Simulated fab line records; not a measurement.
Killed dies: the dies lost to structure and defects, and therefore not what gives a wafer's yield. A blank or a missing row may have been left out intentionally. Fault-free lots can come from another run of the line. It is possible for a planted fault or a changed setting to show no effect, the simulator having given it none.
8D (eight disciplines) problem report, filled in by code ; flow rit cmos ; the parts of the form that need people (team, actions taken, sign-off) are left out

== 1. WHAT WENT WRONG ==
developer temp C at RIT_PWELL_DEVELOP_05 reads a mean of 25.25 C on 9 wafers of 3 lots; wafers without a fault read 23.01 C with a standard deviation of 0.097. Relative to the usual mean, that is a shift of +23 standard deviations.
The step: develop time 68 s.
First seen on wafer L618.3, day 3 06:00, on litho track-04. Wafers with a number at this step in the record: 45, from 15 lots. The rule behind "out" and "out of limits": a value lying over 4 standard deviations away from the usual mean. Any other wafer with a number is counted as sound.

== 2. WHAT IT IS; WHAT IT IS NOT ==
question;is;is not
which readings at this step;developer temp C;-
which lots;L618, L619, L620;L612, L613, L614, L616, L617, L621, L627, L628, L630, L632, L633, L634
which wafers of those lots;all that have a number;-
read on which tools;litho track-04;litho track-01, litho track-02
when;from day 3 06:00;"up to then (15 sound wafers); but 21 sound wafers of L621, L627, L628, L630, L632, L633, L634 came after"

== 3. THE SUSPECTS, EACH WITH WHAT RULES IT OUT ==
Counting: a tool at a process step up to the reading stays a suspect if it ran every lot that is out and no sound lot after the first of them.
- litho track-04 at RIT_PWELL_DEVELOP_05 (develop time 68 s): kept. It ran every lot that is out, first L618 (day 3 06:00), and no sound lot after that; its last sound lot up to then is L614 (day 2 08:00). Its own developer temp C readings are out on those wafers.
After counting, what remains is litho track-04 at RIT_PWELL_DEVELOP_05.

== 4. THE CAUSE (what the simulator had put in) ==
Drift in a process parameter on litho track-04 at RIT_PWELL_DEVELOP_05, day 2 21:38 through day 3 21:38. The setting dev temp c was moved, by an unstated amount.
Only this tool survived the counting.

== 5. THE CHAIN OF EFFECTS, in route order ==
Each row: a reading where the mean over the struck wafers with a number is more than 3 standard deviations away from the usual. Only readings whose record carries a usual standard deviation are examined. hours: median over the lots of the time between each lot's start at the first step of this table that gives one and its start at this step. sigmas: the change, counted in usual standard deviations.
hours;step;reading;usual;on struck wafers;change;sigmas
0;RIT_PWELL_DEVELOP_05;developer temp C;23.01 C;25.25;+2.24;+23
The process steps in it:
- RIT_PWELL_DEVELOP_05: develop time 68 s.
At these later measuring or inspecting steps, every struck wafer for which the step has a row has a number for every such reading, and none has moved that far: RIT_NRETRO_OVL_MEAS_06, RIT_PRETRO_TW_MEAS_10.

== 6. HOW IT WOULD HAVE BEEN CAUGHT EARLIER ==
The fault began at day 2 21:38; the first out-of-limits reading in this record came at day 3 06:00, 8 hours later.
